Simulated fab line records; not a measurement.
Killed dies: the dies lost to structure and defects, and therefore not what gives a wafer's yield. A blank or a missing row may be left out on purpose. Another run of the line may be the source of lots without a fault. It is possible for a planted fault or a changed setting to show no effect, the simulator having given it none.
The same fault as seen by 2 desks -- flow rit_cmos -- only its own numbers are on each desk; what lay behind them is given at the end

== METROLOGY DESK ==
What the gauges read, lot by lot, whatever tool the lot ran on: means of the sampled wafers that have a number. If a lot's mean is further than 4 standard deviations from the usual mean, the lot is out of limits and carries the mark OUT (the distance appears in the brackets).
Columns: A = NWELL_TW at RIT_NWELL_TW_MEAS_10, usual 2151; B = PWELL_OVL at RIT_PWELL_OVL_MEAS_06, usual -1.4 nm
lot,first seen here,A,B
L310,day 2 02:39,2183,-0.4
L312,day 2 13:53,2111,-3.5
L319,day 4 01:44,2155,-2.0
L323,day 4 22:28,2154,-1.3
L331,day 6 12:32,2154,-1.4
L332,day 6 16:26,2154,-0.6
This desk's finding: nothing out of limits on any of the 6 lots.

== TOOL OWNER'S DESK, implanter-03 ==
The tool's own readings at RIT_PWELL_IMPLANT_08: means of the sampled wafers that have a number, for each lot that ran on this tool. If a lot's mean is further than 4 standard deviations from the usual mean, the lot is out of limits and carries the mark OUT (the distance appears in the brackets).
Columns: A = beam_energy_keV at RIT_PWELL_IMPLANT_08, usual 170.01; B = end_station_pressure_torr at RIT_PWELL_IMPLANT_08, usual 5.17e-06 Torr; C = faraday_current_uA at RIT_PWELL_IMPLANT_08, usual 218
lot,first seen here,A,B,C
L310,day 2 04:02,170.02,5.02e-06,218
L319,day 4 03:04,163.87 (-99 or more) OUT,5.59e-06,215
L323,day 4 23:41,163.84 (-99 or more) OUT,5.21e-06,218
Finding of this desk: L319, L323 out of limits; the first was L319 at day 4 03:04, on beam_energy_keV at RIT_PWELL_IMPLANT_08. Within limits: L310.

== BROUGHT TOGETHER ==
An alarm could have come from the tool owner's desk at day 4 03:04, on L319, L323.
At the metrology desk, nothing out of limits was observed.
The metrology desk holds a record of L319, L323, inside its limits.
RIT_PWELL_IMPLANT_08 was run on implanter-03 by each of the lots named.

== WHAT WAS PUT IN BY THE SIMULATOR ==
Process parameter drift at RIT_PWELL_IMPLANT_08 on implanter-03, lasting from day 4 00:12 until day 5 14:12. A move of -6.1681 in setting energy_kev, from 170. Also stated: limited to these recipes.
Lots struck among those shown: L319, L323.
Each desk's first reading out of limits, in hours after the fault started: the tool owner's desk, 3.
